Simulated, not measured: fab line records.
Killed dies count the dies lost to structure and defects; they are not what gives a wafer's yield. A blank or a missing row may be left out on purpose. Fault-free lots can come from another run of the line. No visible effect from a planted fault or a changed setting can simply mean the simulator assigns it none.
Which tool did it? | flow berkeley_cmos170 | 15 lots (45 wafers sampled), 1 step of a 331-step route

== WHAT EACH GAUGE READ, for each wafer ==
UCB170_V1_OVL_MEAS_13. Usual: V1_OVL typically reads -4 nm, with standard deviation 5.1.
lot  | measured     | on         | V1_OVL (nm) | flag
L539 | day 7 05:43  | overlay-01 | 1 -7 -7     |
L540 | day 7 13:10  | overlay-01 | 1 1 -2      |
L543 | day 8 05:06  | overlay-01 | -2 -3 2     |
L545 | day 8 22:56  | overlay-01 | 3 7 4       |
L546 | day 8 23:18  | overlay-01 | -8 -2 -4    |
L550 | day 9 09:22  | overlay-01 | -7 -8 -7    |
L551 | day 9 18:47  | overlay-01 | -6 -2 0     |
L552 | day 10 01:55 | overlay-02 | -5 -11 -9   |
L555 | day 10 13:49 | overlay-02 | -2 -9 -8    |
L556 | day 10 19:09 | overlay-02 | -15 -5 -6   |
L559 | day 11 13:56 | overlay-02 | -6 3 -9     |
L560 | day 11 14:11 | overlay-01 | -18 -7 -12  |
L558 | day 11 14:24 | overlay-02 | -7 -6 -8    |
L561 | day 12 03:23 | overlay-01 | 3 7 4       |
L562 | day 12 03:40 | overlay-01 | 0 1 -8      |

== EACH LOT AND THE TOOL THAT RAN IT (in order: tool; ch and the chambers of the sampled wafers; start) ==
No process step before these readings appears in the record.

== AS READ BY THE TOOLS THEMSELVES (means over the sampled wafers that have a number; for cases with no such wafer, the mark the record gives instead) ==
The record holds no such reading with a usual standard deviation.

== THE ANSWER, worked out from the rows above alone ==
Rule: a lot counts as off when the mean over its wafers that have a number is more than 3 standard deviations away from the usual mean. A lot without any number at a reading at which 4 lots or more have one is off too. All remaining lots with rows at the step are treated as sound. First the gauges in route order, then the tools' own readings, where a lot's mean is used as printed above. The first step at which some lot is off is used, and at that step the reading that is off furthest; a lot without a number counts as furthest.
None of the lots is off at any reading shown; this tells nothing.

== WHAT HAD BEEN PUT IN BY THE SIMULATOR ==
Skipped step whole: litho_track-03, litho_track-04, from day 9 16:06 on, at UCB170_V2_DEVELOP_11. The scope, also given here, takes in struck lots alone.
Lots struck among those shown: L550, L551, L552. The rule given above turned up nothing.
